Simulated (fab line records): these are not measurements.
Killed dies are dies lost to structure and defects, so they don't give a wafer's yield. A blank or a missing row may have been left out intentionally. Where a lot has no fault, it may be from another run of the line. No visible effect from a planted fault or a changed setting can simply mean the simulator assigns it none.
One fault through the eyes of 2 desks | flow berkeley_cmos170 | each desk holds nothing but its own numbers, with what lay behind them at the end

## AT THE METROLOGY DESK
Lot by lot, what the gauges showed, no matter which tool ran the lot: averages of those sampled wafers that carry a number. The brackets show how far a lot's mean lies from the usual mean; more than 4 standard deviations puts the lot out of limits, marked OUT.
Columns: A = NWELL_OVL at UCB170_NWELL_OVL_MEAS_12, usual -2 nm; B = M3_AL_RS at UCB170_M3_RS_MEAS_02, usual 0.0321 ohm/sq; C = M3_AL_THK at UCB170_M3_THK_MEAS_03, usual 909 nm
lot  | first seen here | A   | B                 | C
L192 | day 2 12:19     | -11 | 0.0323            | 905
L194 | day 2 23:56     | -1  | 0.0323            | 904
L193 | day 3 00:10     | 2   | 0.0319            | 916
L197 | day 3 18:13     | 0   | 0.0312            | 938
L199 | day 4 03:24     | -7  | 0.0316            | 920
L200 | day 4 03:31     | 2   | 0.0325            | 901
L201 | day 4 11:48     | -5  | 0.0319            | 914
L202 | day 4 20:13     | -0  | 0.0321            | 908
L203 | day 4 23:43     | 1   | 0.0321            | 906
L204 | day 4 23:58     | 3   | 0.0327            | 887
L206 | day 5 11:43     | -11 | 0.0318            | 915
L208 | day 6 00:14     | -1  | 0.0314            | 930
L213 | day 6 22:52     | -6  | 0.0286 (-7.5) OUT | 1039 (+9.3) OUT
Per this desk, out of limits: L213; the first was L213, day 13 07:11 (M3_AL_RS at UCB170_M3_RS_MEAS_02). In limits: L192, L194, L193, L197, L199, L200, L201, L202, L203, L204, L206, L208.

## AT THE TOOL OWNER'S DESK: pvd_sputter-02
The tool's own readings at UCB170_M3_SPUTTER_01 (material Al, target thk 900 nm, time 120 s): means of the sampled wafers that have a number, for each lot that ran on this tool. The brackets show how far a lot's mean lies from the usual mean; more than 4 standard deviations puts the lot out of limits, marked OUT.
Columns: A = cathode_dc_power_W at UCB170_M3_SPUTTER_01, usual 6000.0 W; B = chamber_pressure_pa at UCB170_M3_SPUTTER_01, usual 0.5001 Pa; C = throttle_valve_pct at UCB170_M3_SPUTTER_01, usual 30.1 %
lot  | first seen here | A      | B      | C
L193 | day 9 09:49     | 6000.2 | 0.4977 | 30.5
L199 | day 10 04:59    | 6000.3 | 0.5003 | 29.5
L197 | day 10 05:58    | 6000.9 | 0.4999 | 29.7
L202 | day 11 11:29    | 5999.1 | 0.4993 | 30.4
L206 | day 11 18:40    | 6000.2 | 0.5006 | 30.3
L208 | day 12 20:38    | 5999.1 | 0.4996 | 29.5
L213 | day 13 07:07    | 6000.3 | 0.5018 | 30.1
This desk's verdict: no lot among the 7 shows anything out of limits.

## TAKEN TOGETHER
L213 would have let the metrology desk raise an alarm at day 13 07:11.
The tool owner's desk saw nothing out of limits.
Tool owner's desk: L213 on record, inside its limits.
Of the lots named, all ran UCB170_M3_SPUTTER_01 on pvd_sputter-02.

## WHAT WAS PUT IN BY THE SIMULATOR
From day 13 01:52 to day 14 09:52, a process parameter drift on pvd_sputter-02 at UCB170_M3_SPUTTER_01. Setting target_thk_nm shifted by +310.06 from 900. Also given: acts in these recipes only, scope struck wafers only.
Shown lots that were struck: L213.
Hours from the fault's start to each desk's first reading out of limits: the metrology desk, 5.
